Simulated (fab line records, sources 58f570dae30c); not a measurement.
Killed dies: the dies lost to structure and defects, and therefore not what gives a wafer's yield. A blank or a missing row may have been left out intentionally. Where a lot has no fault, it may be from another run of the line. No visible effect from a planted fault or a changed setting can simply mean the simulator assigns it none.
fab line records ; flow berkeley-cmos170
record lots=14; wafers=42; last-day=13
route steps=331 shown PFIELD@86 M2@289 V2@295 M3@316
lots with no fault: from the same line, run without faults
start-h: hours from the record's opening day to when the first of the lot's shown wafers began ; wait-h: hours since the lot's step before ; " as in the row above ; L1.1+2: a row that stands for several wafers ; - no value, or no start was given ; * or withheld: withheld ; < > ~ a bound
route shown NAME@n: names a module that has steps shown in the file, with the first one's number in the route ; usual: the fault-free wafers' mean and standard deviation ; same: alike in all rows ; chamber/n: place in a boat ; sites: readings site by site ; _std_site: their standard deviation ; _edge_site: mean of outer sites minus mean of inner sites ; radius-mm: how far each site lies from the wafer's centre ; mask NAME#n: copy n ; behind: tool/chamber where the wafer was last shaped ; hold: why the lot went on hold/how many hours it stayed there/how the hold came to an end ; device: transistor that didn't switch, given as n, p or np ; end of line: at the end of the route, the tests of the same wafers ; for a step that has no rows: nothing shown but its recipe ; killed: dies that structure and defects cost at the first sort, which is not the same as the wafer's yield ; map: the dies of a wafer, with x for killed, . for not killed, _ for no die there
set.NAME: the setting that was run; set.NAME@STEP: the one run at that earlier step ; model.NAME: the simulator's own value behind a step, which no gauge read
the route's steps for a sample of lots (tables are steps, rows are wafers)
services: the hour from which a tool's chamber was out of use, counted from the record's first day as start-h (under 0 if before that day), plus the number of hours and why
## steps
# step UCB170_PFIELD_IMPLANT_07
# recipe species=B; dose-cm2=2e+13; energy-kev=80; tilt-deg=7
# usual beam-energy-keV=80.001/0.023; beam-on-s=10.01/0.2
lot.wafer;tool;chamber;start-h;wait-h;beam-energy-keV;beam-on-s
L821.2;implanter-01;0;97.00;0.0;79.986;9.79
L821.3;implanter-01;0;97.00;0.0;80.006;9.91
L821.6;implanter-01;0;97.00;0.0;80.025;9.73
L823.1;implanter-04;0;101.97;0.0;80.005;10.04
L823.2;implanter-04;0;101.97;0.0;80.012;10.23
L823.6;implanter-04;0;101.97;0.0;80.007;9.87
L824.1;implanter-01;0;108.45;0.0;80.008;9.96
L824.2;implanter-01;0;108.45;0.0;80.024;9.70
L824.3;implanter-01;0;108.45;0.0;80.018;9.99
L822.1;implanter-03;0;108.65;0.0;79.998;10.07
L822.2;implanter-03;0;108.65;0.0;80.016;9.80
L822.5;implanter-03;0;108.65;0.0;80.015;10.03
L825.1;implanter-01;0;139.74;0.0;80.027;10.07
L825.2;implanter-01;0;139.74;0.0;80.001;10.02
L825.5;implanter-01;0;139.74;0.0;80.005;9.76
L826.4;implanter-03;0;140.09;0.1;80.009;10.31
L826.5;implanter-03;0;140.09;0.1;80.014;10.36
L826.6;implanter-03;0;140.09;0.1;79.984;9.81
L832.1;implanter-01;0;152.59;0.0;74.911;9.63
L832.4;implanter-01;0;152.59;0.0;74.901;10.49
L832.5;implanter-01;0;152.59;0.0;74.861;9.94
L833.3;implanter-04;0;163.01;0.1;79.959;10.12
L833.4;implanter-04;0;163.01;0.1;79.965;10.01
L833.6;implanter-04;0;163.01;0.1;79.993;10.04
L834.2;implanter-01;0;163.60;0.0;74.831;10.62
L834.3;implanter-01;0;163.60;0.0;74.858;9.86
L834.5;implanter-01;0;163.60;0.0;74.859;10.52
L835.1;implanter-04;0;163.85;0.0;79.995;9.95
L835.4;implanter-04;0;163.85;0.0;79.994;9.89
L835.6;implanter-04;0;163.85;0.0;79.962;10.07
L838.1;implanter-03;0;187.87;0.0;80.020;9.88
L838.2;implanter-03;0;187.87;0.0;79.973;9.92
L838.5;implanter-03;0;187.87;0.0;79.997;9.97
L843.1;implanter-04;0;207.94;0.0;80.019;10.27
L843.3;implanter-04;0;207.94;0.0;80.006;10.14
L843.5;implanter-04;0;207.94;0.0;80.017;10.02
L840.3;implanter-03;0;208.64;0.1;79.970;9.76
L840.4;implanter-03;0;208.64;0.1;80.006;10.29
L840.5;implanter-03;0;208.64;0.1;79.984;10.00
L842.3;implanter-03;0;209.16;0.1;79.998;10.08
L842.4;implanter-03;0;209.16;0.1;79.992;10.04
L842.5;implanter-03;0;209.16;0.1;80.013;9.92
# step UCB170_M2_METAL_ETCH_18
# recipe chemistry=Cl2/BCl3; target=Al; stop-on=SiO2; pressure-mtorr=12; target-depth-a=11700; over-etch-frac=0.3; time-s=197.7; icp-w=600; bias-w=120; Cl2_flow_sccm=90; bcl3-flow-sccm=45
# usual drypump-motor-current-A=5.6/0.39; mfc-cl2-sccm=90.03/0.29; oes-product-au=0.847/0.015; throttle-valve-pct=24.2/0.31
lot.wafer;tool;chamber;start-h;wait-h;drypump-motor-current-A;mfc-cl2-sccm;oes-product-au;rf-hours-counter-h;throttle-valve-pct
L822.1;rie-metal-04;0;184.99;-;5.9;89.38;0.848;8;24.7
L822.2;rie-metal-04;1;184.99;-;5.4;90.22;0.815;13;24.6
L822.5;rie-metal-04;0;184.99;-;6.0;89.26;0.850;-;24.7
L823.1;rie-metal-03;0;186.61;-;5.6;89.78;0.866;1;23.9
L823.2;rie-metal-03;1;186.61;-;4.9;90.08;0.868;6;24.2
L823.6;rie-metal-03;0;186.61;-;5.6;89.67;0.859;-;23.9
L821.2;rie-metal-04;0;188.24;-;5.9;90.07;0.853;8;24.7
L821.3;rie-metal-04;1;188.24;-;5.5;89.69;0.833;-;24.6
L821.6;rie-metal-04;0;188.24;-;5.9;89.75;0.842;-;24.7
L824.1;rie-metal-04;1;188.63;-;5.4;90.35;0.816;14;24.6
L824.2;rie-metal-04;0;188.63;-;5.9;90.41;0.854;9;24.7
L824.3;rie-metal-04;0;188.63;-;5.9;89.85;0.847;-;24.7
L825.1;rie-metal-04;0;242.86;-;6.0;90.15;0.846;10;24.7
L825.2;rie-metal-04;1;242.86;-;5.4;89.65;0.831;15;24.6
L825.5;rie-metal-04;0;242.86;-;5.9;89.79;0.852;-;24.7
L826.4;rie-metal-03;1;244.38;-;4.9;90.00;0.872;-;24.2
L826.5;rie-metal-03;0;244.38;-;5.6;90.09;0.871;-;23.9
L826.6;rie-metal-03;1;244.38;-;4.9;89.96;0.876;-;24.2
L832.1;rie-metal-04;0;244.77;-;6.0;90.31;0.848;10;24.7
L832.4;rie-metal-04;0;244.77;-;6.0;90.34;0.843;-;24.7
L832.5;rie-metal-04;0;244.77;-;6.0;90.14;0.845;-;24.7
L834.2;rie-metal-03;1;266.29;-;4.9;89.91;0.866;7;24.2
L834.3;rie-metal-03;0;266.29;-;5.6;90.45;0.869;-;23.9
L834.5;rie-metal-03;1;266.29;-;4.9;90.27;0.864;-;24.2
L833.3;rie-metal-02;1;268.70;-;6.0;90.05;0.829;-;24.2
L833.4;rie-metal-02;0;268.70;-;6.0;90.07;0.842;-;23.9
L833.6;rie-metal-02;1;268.70;-;6.0;90.20;0.842;-;24.1
L835.1;rie-metal-03;0;268.79;-;5.6;90.79;0.858;3;23.9
L835.4;rie-metal-03;0;268.79;-;5.6;90.45;0.857;-;23.9
L835.6;rie-metal-03;0;268.79;-;5.6;90.47;0.862;-;23.9
L838.1;rie-metal-04;0;284.80;-;5.9;89.71;0.848;11;24.7
L838.2;rie-metal-04;1;284.80;-;5.5;90.40;0.826;16;24.6
L838.5;rie-metal-04;1;284.80;-;5.4;89.74;0.814;-;24.6
L840.3;rie-metal-03;0;294.50;-;5.6;89.94;0.866;-;23.9
L840.4;rie-metal-03;1;294.50;-;4.9;89.87;0.866;-;24.2
L840.5;rie-metal-03;0;294.50;-;5.6;89.47;0.863;-;23.9
L842.3;rie-metal-04;0;297.60;-;5.9;90.01;0.845;-;24.7
L842.4;rie-metal-04;1;297.60;-;5.5;90.01;0.832;-;24.6
L842.5;rie-metal-04;1;297.60;-;5.5;89.64;0.821;-;24.6
L843.1;rie-metal-02;1;300.87;-;5.9;90.37;0.835;8;24.1
L843.3;rie-metal-02;1;300.87;-;6.0;90.18;0.836;-;24.1
L843.5;rie-metal-02;1;300.87;-;5.9;90.09;0.848;-;24.1
# step UCB170_V2_BOW_MEAS_03
# recipe mode=bow
# usual V2_BOW=36/6.8
lot.wafer;tool;chamber;start-h;wait-h;V2_BOW[um]
L822.1;film-metro-04;-;185.93;0.2;31
L822.2;film-metro-04;-;185.93;0.2;33
L822.5;film-metro-04;-;185.93;0.2;44
L823.1;film-metro-04;-;187.53;0.2;32
L823.2;film-metro-04;-;187.53;0.2;43
L823.6;film-metro-04;-;187.53;0.2;21
L821.2;film-metro-01;-;189.18;0.2;34
L821.3;film-metro-01;-;189.18;0.2;40
L821.6;film-metro-01;-;189.18;0.2;44
L824.1;film-metro-01;-;189.55;0.2;43
L824.2;film-metro-01;-;189.55;0.2;41
L824.3;film-metro-01;-;189.55;0.2;27
L825.1;film-metro-01;-;244.03;0.1;47
L825.2;film-metro-01;-;244.03;0.1;42
L825.5;film-metro-01;-;244.03;0.1;52
L826.4;film-metro-03;-;245.39;0.3;32
L826.5;film-metro-03;-;245.39;0.3;24
L826.6;film-metro-03;-;245.39;0.3;30
L832.1;film-metro-03;-;245.69;0.1;39
L832.4;film-metro-03;-;245.69;0.1;37
L832.5;film-metro-03;-;245.69;0.1;39
L834.2;film-metro-03;-;267.24;0.1;36
L834.3;film-metro-03;-;267.24;0.1;33
L834.5;film-metro-03;-;267.24;0.1;36
L833.3;film-metro-04;-;269.65;0.2;32
L833.4;film-metro-04;-;269.65;0.2;29
L833.6;film-metro-04;-;269.65;0.2;31
L835.1;film-metro-01;-;269.77;0.2;35
L835.4;film-metro-01;-;269.77;0.2;43
L835.6;film-metro-01;-;269.77;0.2;36
L838.1;film-metro-04;-;285.80;0.1;44
L838.2;film-metro-04;-;285.80;0.1;42
L838.5;film-metro-04;-;285.80;0.1;35
L840.3;film-metro-01;-;295.40;0.2;30
L840.4;film-metro-01;-;295.40;0.2;31
L840.5;film-metro-01;-;295.40;0.2;29
L842.3;film-metro-03;-;298.50;0.1;41
L842.4;film-metro-03;-;298.50;0.1;41
L842.5;film-metro-03;-;298.50;0.1;34
L843.1;film-metro-01;-;301.98;0.1;46
L843.3;film-metro-01;-;301.98;0.1;29
L843.5;film-metro-01;-;301.98;0.1;19
# step UCB170_M3_STRIP_07
# recipe chemistry=O2; power-w=400; pressure-mtorr=3500; platen-temp-c=withheld; o2-flow-sccm=400; overash-fraction=0.5
# usual drypump-motor-current-A=5.7/0.42; oes-product-au=0.735/0.0048; strip-time-to-endpoint-s=21.99/0.075
# same overash-fraction=0.5
lot.wafer;tool;chamber;start-h;wait-h;drypump-motor-current-A;oes-product-au;rf-hours-counter-h;strip-time-to-endpoint-s
L822.1;plasma-asher-03;1;188.75;0.1;5.6;0.732;42;21.99
L822.2;plasma-asher-03;0;188.75;0.1;6.0;0.738;42;22.04
L822.5;plasma-asher-03;1;188.75;0.1;5.7;0.736;-;22.02
L823.1;plasma-asher-01;1;190.07;0.1;6.4;0.733;10;22.04
L823.2;plasma-asher-01;0;190.07;0.1;5.3;0.734;10;22.02
L823.6;plasma-asher-01;0;190.07;0.1;5.3;0.737;-;21.97
L821.2;plasma-asher-03;0;191.69;0.1;6.0;0.733;43;21.90
L821.3;plasma-asher-03;1;191.69;0.1;5.6;0.737;-;21.94
L821.6;plasma-asher-03;0;191.69;0.1;6.0;0.731;-;21.91
L824.1;plasma-asher-03;0;192.27;0.1;6.0;0.738;43;22.06
L824.2;plasma-asher-03;1;192.27;0.1;5.6;0.735;43;22.03
L824.3;plasma-asher-03;1;192.27;0.1;5.6;0.736;-;21.99
L825.1;plasma-asher-04;0;251.73;0.1;5.6;0.739;44;22.05
L825.2;plasma-asher-04;1;251.73;0.1;5.1;0.745;44;22.06
L825.5;plasma-asher-04;0;251.73;0.1;5.7;0.740;-;22.11
L826.4;plasma-asher-03;1;252.21;0.1;5.6;0.737;-;22.11
L826.5;plasma-asher-03;1;252.21;0.1;5.6;0.739;-;22.13
L826.6;plasma-asher-03;0;252.21;0.1;6.1;0.737;-;22.06
L832.1;plasma-asher-03;0;252.37;0.1;6.0;0.748;47;22.00
L832.4;plasma-asher-03;1;252.37;0.1;5.6;0.738;-;21.98
L832.5;plasma-asher-03;1;252.37;0.1;5.6;0.725;-;21.96
L834.2;plasma-asher-01;0;270.43;0.1;5.3;0.735;19;22.08
L834.3;plasma-asher-01;0;270.43;0.1;5.3;0.735;-;22.08
L834.5;plasma-asher-01;1;270.43;0.1;6.4;0.732;-;22.07
L835.1;plasma-asher-04;1;275.07;0.1;5.1;0.743;47;22.14
L835.4;plasma-asher-04;1;275.07;0.1;5.1;0.732;-;22.11
L835.6;plasma-asher-04;0;275.07;0.1;5.6;0.739;-;22.09
L833.3;plasma-asher-03;0;275.09;0.1;6.1;0.737;-;21.93
L833.4;plasma-asher-03;1;275.09;0.1;5.6;0.728;-;21.96
L833.6;plasma-asher-03;1;275.09;0.1;5.6;0.737;-;21.98
L838.1;plasma-asher-04;0;288.78;0.1;5.7;0.741;49;21.96
L838.2;plasma-asher-04;1;288.78;0.1;5.1;0.731;49;21.90
L838.5;plasma-asher-04;0;288.78;0.1;5.7;0.734;-;22.00
L840.3;plasma-asher-04;1;298.73;0.1;5.1;0.732;-;22.07
L840.4;plasma-asher-04;0;298.73;0.1;5.7;0.732;-;22.12
L840.5;plasma-asher-04;0;298.73;0.1;5.6;0.728;-;22.16
L842.3;plasma-asher-03;1;301.40;0.1;5.6;0.743;-;21.98
L842.4;plasma-asher-03;0;301.40;0.1;6.0;0.738;-;22.00
L842.5;plasma-asher-03;0;301.40;0.1;6.0;0.733;-;21.99
L843.1;plasma-asher-01;0;304.99;0.1;5.3;0.729;23;21.93
L843.3;plasma-asher-01;0;304.99;0.1;5.3;0.734;-;21.94
L843.5;plasma-asher-01;0;304.99;0.1;5.3;0.734;-;21.93
## services
tool;chamber;start-h;hours;kind
implanter-04;-;88.55;3.9;repair
implanter-04;-;103.21;2.8;pm
rie-metal-03;-;108.58;2.8;pm
implanter-04;-;113.70;3.4;repair
implanter-04;-;123.46;2.4;repair
rie-metal-03;0;125.46;10.4;repair
plasma-asher-04;-;126.46;2.8;pm
implanter-04;-;128.55;13.0;pm
plasma-asher-04;-;129.36;31.9;repair
plasma-asher-04;-;131.30;2.7;repair
implanter-01;-;134.00;3.9;pm
implanter-04;-;148.69;4.8;repair
implanter-04;-;150.90;2.3;repair
implanter-04;-;167.37;1.2;repair
plasma-asher-04;-;168.81;3.6;repair
plasma-asher-04;-;172.44;4.7;repair
implanter-01;-;176.03;7.7;repair
implanter-04;-;197.40;3.2;repair
implanter-04;-;198.70;4.7;repair
plasma-asher-03;-;207.39;14.6;pm
rie-metal-04;1;223.31;1.2;repair
plasma-asher-03;-;233.25;1.2;repair
implanter-01;-;252.84;4.2;repair
plasma-asher-03;-;301.85;4.0;repair
## key
first-sign step=UCB170_PFIELD_IMPLANT_07; reading=beam-energy-keV; direction=down; sigmas=99+; usual=80.001; struck=74.870
effect none on later readings
met-at UCB170_PFIELD_IMPLANT_07
struck-lots L832,L834
tester-left-out L832,L834
not-acting-at UCB170_M2_METAL_ETCH_18,UCB170_V2_BOW_MEAS_03,UCB170_M3_STRIP_07
onset-between 139.74 152.59
fault kind=process-parameter-drift; tool=implanter-01; chamber=-; onset-h=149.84; steps=UCB170_PFIELD_IMPLANT_07; channel=energy-kev; offset=-5.1238; shape=step; end-h=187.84; acts-in=these-recipes-only; stated=80
# tester-left-out: of these lots the tester's yield and bins aren't shown, on N5 and GAA mostly nor the transistor test; their killed dies are dies lost to structure and defects alone, not to doping, threshold or leakage, so they don't give the yield
